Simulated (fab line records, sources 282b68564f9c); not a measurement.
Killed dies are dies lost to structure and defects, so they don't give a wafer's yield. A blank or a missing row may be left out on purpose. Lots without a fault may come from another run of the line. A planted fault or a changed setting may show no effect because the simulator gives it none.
Which tool did it? | flow rit_cmos | 14 lots, 42 wafers sampled, at 2 steps of a route of 202

WHAT THE GAUGES READ, wafer by wafer
The record holds no reading of a measuring or inspecting step that can be judged against a usual standard deviation.

WHICH TOOL RAN EACH LOT (tool, then ch and the chambers of the sampled wafers, then the start)
lot  | RIT_GATE_COAT_11                 | RIT_M1_PROBE_99
L720 | litho_track-03 ch 0, day 2 11:48 | -
L721 | litho_track-02 ch 0, day 2 17:35 | -
L723 | litho_track-04 ch 0, day 3 06:13 | -
L724 | litho_track-03 ch 0, day 3 09:10 | -
L725 | litho_track-02 ch 0, day 3 13:55 | -
L726 | litho_track-02 ch 0, day 3 20:47 | -
L727 | litho_track-04 ch 0, day 4 03:27 | -
L729 | litho_track-03 ch 0, day 4 08:25 | -
L730 | litho_track-02 ch 0, day 4 16:01 | -
L731 | litho_track-03 ch 0, day 4 19:57 | prober-02, day 5 16:54
L732 | litho_track-02 ch 0, day 4 23:22 | -
L737 | litho_track-03 ch 0, day 6 01:22 | -
L742 | litho_track-02 ch 0, day 7 02:07 | -
L743 | litho_track-02 ch 0, day 7 06:28 | prober-02, day 8 03:28
- RIT_GATE_COAT_11: resist thk 850 nm.
- RIT_M1_PROBE_99

WHAT THE TOOLS THEMSELVES READ (means of the sampled wafers that have a number; where no wafer has one, the mark that the record gives instead)
RIT_GATE_COAT_11. Usual: resist_line_temp_C 23.01 C, standard deviation 0.1; spin_speed_rpm 4250 rpm, standard deviation 3.1.
lot  | tool           | resist_line_temp_C (C) | spin_speed_rpm (rpm) | flag
L720 | litho_track-03 | 22.95                  | 4250                 |
L721 | litho_track-02 | 23.08                  | 4251                 |
L723 | litho_track-04 | 23.08                  | 4254                 |
L724 | litho_track-03 | 22.85                  | 4250                 |
L725 | litho_track-02 | 22.92                  | 4245                 |
L726 | litho_track-02 | 22.96                  | 4250                 |
L727 | litho_track-04 | 22.98                  | 4250                 |
L729 | litho_track-03 | 23.04                  | 4248                 |
L730 | litho_track-02 | 23.07                  | 4253                 |
L731 | litho_track-03 | 22.89                  | 4250                 |
L732 | litho_track-02 | 23.02                  | 4252                 |
L737 | litho_track-03 | 23.05                  | 4248                 |
L742 | litho_track-02 | 22.99                  | 4087                 | OFF
L743 | litho_track-02 | 23.02                  | 4088                 | OFF

RIT_M1_PROBE_99. Usual: killed_at_contacts 0.1, standard deviation 0.28; killed_at_front_end 6.5, standard deviation 3; killed_dies 7, standard deviation 3; killed_open 3.2, standard deviation 2; killed_short 3.2, standard deviation 1.9.
lot  | tool      | killed_at_contacts | killed_at_front_end | killed_dies | killed_open | killed_short | flag
L731 | prober-02 | 0.0                | 4.0                 | 4           | 2.7         | 1.3          |
L743 | prober-02 | 0.0                | 5.3                 | 5           | 2.3         | 3.0          |

THE ANSWER, worked out from the rows above alone
Rule: a lot is off if the mean of its wafers that have a number lies more than 3 standard deviations from the usual mean. A lot without any number at a reading at which 4 lots or more have one is off too. The other lots that the step has rows for count as sound. The gauges are gone through in route order, then the tools' own readings, and for those a lot's mean is taken as printed above. The first step at which some lot is off is used, and at that step the reading that is off furthest; a lot without a number counts as furthest.
Off: L742, L743, at RIT_GATE_COAT_11 (spin_speed_rpm).
A tool fits if, at that step or a process step before it, it ran every lot that is off, and no sound lot after the first of them. One fits: litho_track-02 at RIT_GATE_COAT_11. Its last sound lot is L732 (day 4 23:22), its first lot that is off L742 (day 7 02:07): a fault that began between those two fits.
The tool's own readings at RIT_GATE_COAT_11 bear it out: on the lots that are off they differ by more than 5 times the standard deviation of the sound lots' means. spin_speed_rpm reads 4088 rpm there against 4250 rpm on the sound lots.

WHAT THE SIMULATOR HAD PUT IN
Process parameter drift: litho_track-02, from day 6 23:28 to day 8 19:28, at RIT_GATE_COAT_11. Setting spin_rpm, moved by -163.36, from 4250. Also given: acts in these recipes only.
Lots struck among those shown: L742, L743. The rule above found the same.
